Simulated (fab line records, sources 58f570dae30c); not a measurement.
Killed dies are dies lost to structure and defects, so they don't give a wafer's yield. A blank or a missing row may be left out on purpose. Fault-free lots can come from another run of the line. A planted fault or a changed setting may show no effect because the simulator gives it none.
2 desks, one fault ; flow berkeley_cmos170 ; each desk holds nothing but its own numbers, with what lay behind them at the end

THE TOOL OWNER'S DESK: implanter-03
UCB170_PWELL_IMPLANT_15, tool's own readings: per-lot mean of the sampled wafers with a number, covering each lot this tool ran. If a lot's mean is further than 4 standard deviations from the usual mean, the lot is out of limits and carries the mark OUT (the distance appears in the brackets).
Columns: A = dose_ions_cm2 at UCB170_PWELL_IMPLANT_15, usual 4.999e+12; B = faraday_current_uA at UCB170_PWELL_IMPLANT_15, usual 15.8; C = tilt_deg at UCB170_PWELL_IMPLANT_15, usual 7.001 degrees
lot;first seen here;A;B;C
L653;day 3 18:07;4.993e+12;15.7;7.022
L658;day 4 20:20;5.001e+12;16.3;7.008
L660;day 5 08:08;4.998e+12;16.1;6.993
L662;day 5 21:38;4.393e+12 (-99 or more) OUT;14.1 (-5.4) OUT;6.998
L665;day 6 04:05;4.402e+12 (-99 or more) OUT;13.6 (-6.9) OUT;6.995
This desk's verdict: out of limits on L662, L665, starting with L662 at day 5 21:38 (dose_ions_cm2 at UCB170_PWELL_IMPLANT_15). Within limits: L653, L658, L660.

FROM THE METROLOGY DESK
What the gauges read for every lot (on any tool): the sampled wafers with a number, averaged. If a lot's mean is further than 4 standard deviations from the usual mean, the lot is out of limits and carries the mark OUT (the distance appears in the brackets).
Columns: A = INCOMING_BOW at UCB170_START_BOW_MEAS_00, usual 0 um; B = PWELL_TW at UCB170_PWELL_TW_MEAS_17, usual 378.9; C = PLDD_OVL at UCB170_PLDD_OVL_MEAS_07, usual -3 nm; D = cd_nm at UCB170_NLDD_CD_MEAS_06, usual 1199.9 nm
lot;first seen here;A;B;C;D
L651;day 1 10:00;-7;378.9;-4;1203.2
L652;day 1 15:00;-1;378.5;-2;1196.8
L653;day 1 20:02;0;381.5;-8;1198.2
L654;day 2 01:00;-1;379.0;0;1201.1
L655;day 2 06:02;2;378.2;-11;1200.0
L658;day 2 21:00;-5;383.1;-8;1198.5
L660;day 3 07:01;-4;379.2;-1;1199.3
L662;day 3 17:01;1;365.7 (-6.9) OUT;-8;1199.3
L663;day 3 22:00;-2;380.5;-2;1202.0
L665;day 4 08:00;-3;361.8 (-9.0) OUT;0;1197.2
L668;day 4 23:01;1;378.5;-6;1199.7
L670;day 5 09:00;0;377.4;-3;1198.8
L671;day 5 14:04;7;375.7;-2;1199.4
L674;day 6 05:01;1;380.3;0;1199.8
This desk reports L662, L665 out of limits; the earliest was L662 at day 5 21:52 (PWELL_TW at UCB170_PWELL_TW_MEAS_17). Within limits: L651, L652, L653, L654, L655, L658, L660, L663, L668, L670, L671, L674.

PUT TOGETHER
The tool owner's desk had the chance to raise an alarm at day 5 21:38 on L662, L665.
Metrology desk: alarm possible at day 5 21:52 on L662, L665.
All the named lots went through UCB170_PWELL_IMPLANT_15 on implanter-03.

WHAT HAD BEEN PUT IN BY THE SIMULATOR
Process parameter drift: implanter-03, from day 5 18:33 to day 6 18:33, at UCB170_PWELL_IMPLANT_15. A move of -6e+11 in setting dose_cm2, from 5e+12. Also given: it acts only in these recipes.
Shown lots that were struck: L662, L665.
Time in hours from fault onset to the first out-of-limits reading at each desk: tool owner's desk 3, metrology desk 3.
